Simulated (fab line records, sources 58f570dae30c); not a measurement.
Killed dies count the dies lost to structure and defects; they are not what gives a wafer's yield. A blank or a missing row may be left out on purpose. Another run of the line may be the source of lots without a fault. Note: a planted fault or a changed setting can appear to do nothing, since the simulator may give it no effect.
Which tool was responsible? | flow berkeleyCmos170 | 14 lots, 42 wafers sampled, at 4 steps of a route of 331

WHAT EACH GAUGE READ, for each wafer
UCB170_SILICIDE_THK_MEAS_03: measures by xrf. Usual: for SILICIDE_TI_THK the level is 30.0 nm and the standard deviation is 0.31.
lot  | measured     | on           | SILICIDE_TI_THK (nm) | flag
L758 | day 8 13:23  | filmMetro-01 | 30.0 30.4 30.2       | 
L759 | day 8 13:33  | filmMetro-02 | 30.2 30.6 30.2       | 
L761 | day 9 04:48  | filmMetro-03 | 30.1 30.2 30.2       | 
L763 | day 9 04:59  | filmMetro-03 | 30.1 30.3 29.8       | 
L762 | day 9 06:57  | filmMetro-03 | 30.6 30.4 30.4       | 
L764 | day 9 07:29  | filmMetro-02 | 30.1 30.1 29.9       | 
L766 | day 10 01:54 | filmMetro-03 | 29.8 29.4 29.8       | 
L769 | day 10 02:35 | filmMetro-03 | 29.3 29.7 29.6       | 
L768 | day 10 03:37 | filmMetro-03 | 29.6 29.6 30.1       | 
L772 | day 11 00:13 | filmMetro-03 | 30.4 30.2 30.2       | 
L776 | day 12 01:13 | filmMetro-03 | 30.5 30.3 30.2       | 
L777 | day 12 01:26 | filmMetro-02 | 30.5 29.9 30.2       | 
L778 | day 12 01:35 | filmMetro-03 | 29.9 29.6 29.8       | 
L779 | day 12 15:07 | filmMetro-03 | 29.3 29.5 29.4       | 

UCB170_V1_BOW_MEAS_03. Usual: for V1_BOW the level is 18 um and the standard deviation is 6.9.
lot  | measured     | on           | V1_BOW (um) | flag
L758 | day 8 22:21  | filmMetro-03 | 9 21 3      | 
L759 | day 8 23:41  | filmMetro-01 | 10 23 10    | 
L761 | day 9 15:55  | filmMetro-01 | 23 16 17    | 
L763 | day 9 17:17  | filmMetro-03 | 10 20 16    | 
L762 | day 9 18:35  | filmMetro-04 | 19 19 19    | 
L764 | day 9 18:35  | filmMetro-03 | 22 33 21    | 
L766 | day 10 15:25 | filmMetro-01 | 24 5 24     | 
L769 | day 10 17:02 | filmMetro-01 | 14 10 15    | 
L768 | day 10 18:06 | filmMetro-03 | 16 10 26    | 
L772 | day 11 10:47 | filmMetro-03 | 17 26 22    | 
L776 | day 12 10:01 | filmMetro-04 | 16 9 4      | 
L777 | day 13 06:28 | filmMetro-01 | 15 33 21    | 
L778 | day 13 06:28 | filmMetro-03 | 17 24 30    | 
L779 | day 13 06:50 | filmMetro-04 | 28 18 16    | 

EACH LOT AND THE TOOL THAT RAN IT (in order: tool; ch and the chambers of the sampled wafers; start)
lot  | UCB170_CONTACT_ETCH_17            | UCB170_M1_ETCH_11
L758 | rieDiel-03 ch 1,2,3, day 8 18:10  | rieDiel-04 ch 1,3, day 8 20:06
L759 | rieDiel-02 ch 1,3, day 8 19:17    | rieDiel-01 ch 0,1,3, day 8 21:17
L761 | rieDiel-03 ch 1,2,3, day 9 09:53  | rieDiel-01 ch 0,2, day 9 13:40
L763 | rieDiel-03 ch 0,1, day 9 12:41    | rieDiel-02 ch 0,1, day 9 14:34
L762 | rieDiel-03 ch 0,1, day 9 13:47    | rieDiel-04 ch 0,3, day 9 15:41
L764 | rieDiel-02 ch 1,2, day 9 13:52    | rieDiel-02 ch 0,2,3, day 9 15:58
L766 | rieDiel-03 ch 0,3, day 10 10:34   | rieDiel-02 ch 1,3, day 10 13:09
L769 | rieDiel-03 ch 0,2,3, day 10 11:17 | rieDiel-04 ch 0,1,2, day 10 13:52
L768 | rieDiel-04 ch 1,2,3, day 10 12:07 | rieDiel-02 ch 0,1,2, day 10 14:35
L772 | rieDiel-03 ch 2,3, day 11 06:20   | rieDiel-02 ch 1,2, day 11 08:09
L776 | rieDiel-04 ch 1,3, day 12 05:34   | rieDiel-01 ch 2,3, day 12 07:46
L777 | rieDiel-04 ch 0,1, day 12 07:17   | rieDiel-01 ch 0,3, day 12 09:16
L778 | rieDiel-02 ch 0,2,3, day 12 07:31 | rieDiel-04 ch 0,1,3, day 12 09:32
L779 | rieDiel-04 ch 0,3, day 12 19:49   | rieDiel-04 ch 2,3, day 12 22:13
- UCB170_CONTACT_ETCH_17: etches BARC in N2/H2.
- UCB170_M1_ETCH_11: etches BARC in N2/H2.

AS READ BY THE TOOLS THEMSELVES (means over the sampled wafers that have a number; for cases with no such wafer, the mark the record gives instead)
UCB170_CONTACT_ETCH_17. Usual: chamberPressureMTorr 30.003 mTorr, standard deviation 0.026; drypumpMotorCurrentA 5.8 A, standard deviation 0.34; oesProductAu 1.001 a.u., standard deviation 0.019; throttleValvePct 13.30 %, standard deviation 0.19.
lot  | tool       | chamberPressureMTorr (mTorr) | drypumpMotorCurrentA (A) | oesProductAu (a.u.) | throttleValvePct (%) | flag
L758 | rieDiel-03 | 30.027                       | 5.7                      | 1.022               | 13.33                | 
L759 | rieDiel-02 | 30.012                       | 5.8                      | 0.990               | 13.32                | 
L761 | rieDiel-03 | 29.993                       | 5.7                      | 1.014               | 13.34                | 
L763 | rieDiel-03 | 30.000                       | 6.1                      | 1.003               | 13.44                | 
L762 | rieDiel-03 | 29.988                       | 6.0                      | 1.011               | 13.44                | 
L764 | rieDiel-02 | 30.003                       | 5.8                      | 0.999               | 13.32                | 
L766 | rieDiel-03 | 30.000                       | 6.1                      | 1.015               | 13.41                | 
L769 | rieDiel-03 | 30.014                       | 5.9                      | 1.007               | 13.40                | 
L768 | rieDiel-04 | 29.993                       | 5.8                      | 0.989               | 13.04                | 
L772 | rieDiel-03 | 29.994                       | 5.8                      | 1.015               | 13.30                | 
L776 | rieDiel-04 | 30.024                       | 5.7                      | 1.009               | 12.96                | 
L777 | rieDiel-04 | 30.022                       | 6.1                      | 0.972               | 13.41                | 
L778 | rieDiel-02 | 30.035                       | 5.8                      | 0.992               | 13.25                | 
L779 | rieDiel-04 | 30.008                       | 5.5                      | 1.019               | 13.19                | 

UCB170_M1_ETCH_11. Usual: chamberPressureMTorr 30.000 mTorr, standard deviation 0.027; drypumpMotorCurrentA 5.7 A, standard deviation 0.41; oesProductAu 1.002 a.u., standard deviation 0.024; throttleValvePct 13.25 %, standard deviation 0.21.
lot  | tool       | chamberPressureMTorr (mTorr) | drypumpMotorCurrentA (A) | oesProductAu (a.u.) | throttleValvePct (%) | flag
L758 | rieDiel-04 | 30.018                       | 6.1                      | 0.983               | 12.96                | 
L759 | rieDiel-01 | 30.011                       | 5.5                      | 1.023               | 13.17                | 
L761 | rieDiel-01 | 29.991                       | 5.5                      | 1.041               | 13.27                | 
L763 | rieDiel-02 | 29.992                       | 5.4                      | 1.007               | 13.31                | 
L762 | rieDiel-04 | 30.024                       | 5.7                      | 0.991               | 13.41                | 
L764 | rieDiel-02 | 29.995                       | 5.9                      | 0.999               | 13.25                | 
L766 | rieDiel-02 | 30.017                       | 5.6                      | 1.004               | 13.37                | 
L769 | rieDiel-04 | 30.002                       | 6.0                      | 0.972               | 13.27                | 
L768 | rieDiel-02 | 23.971                       | 5.6                      | 1.017               | 13.32                | OFF
L772 | rieDiel-02 | 24.000                       | 5.8                      | 1.018               | 13.32                | OFF
L776 | rieDiel-01 | 29.992                       | 5.5                      | 1.038               | 13.43                | 
L777 | rieDiel-01 | 29.999                       | 5.7                      | 1.036               | 13.26                | 
L778 | rieDiel-04 | 30.003                       | 5.9                      | 0.993               | 13.19                | 
L779 | rieDiel-04 | 29.997                       | 5.4                      | 1.013               | 13.06                | 

THE ANSWER, worked out from the rows above alone
Rule: take the mean of a lot's wafers that have a number; if it is more than 3 standard deviations from the usual mean, the lot is off. A lot without any number at a reading at which 4 lots or more have one is off too. The other lots that the step has rows for count as sound. After the gauges, taken in route order, come the tools' own readings; for these a lot's mean is taken, as printed above. At the first step where some lot is off, the reading lying furthest off is the one used; lots without a number count as furthest.
Off at UCB170_M1_ETCH_11 (chamberPressureMTorr): L768, L772.
A tool fits if, at that step or a process step before it, it ran every lot that is off, and no sound lot after the first of them. One fits: UCB170_M1_ETCH_11 on rieDiel-02. Its last sound lot is L766 (day 10 13:09), its first lot that is off L768 (day 10 14:35): a fault that began between those two fits.
The tool's own readings at UCB170_M1_ETCH_11 bear it out: on the lots that are off they differ by more than 5 times the standard deviation of the sound lots' means. chamberPressureMTorr reads 23.986 mTorr there against 30.003 mTorr on the sound lots.

WHAT THE SIMULATOR HAD INSERTED
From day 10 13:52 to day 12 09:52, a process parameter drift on rieDiel-02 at UCB170_M1_ETCH_11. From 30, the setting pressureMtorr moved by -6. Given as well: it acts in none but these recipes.
Shown lots that were struck: L768, L772. The rule above found the same.
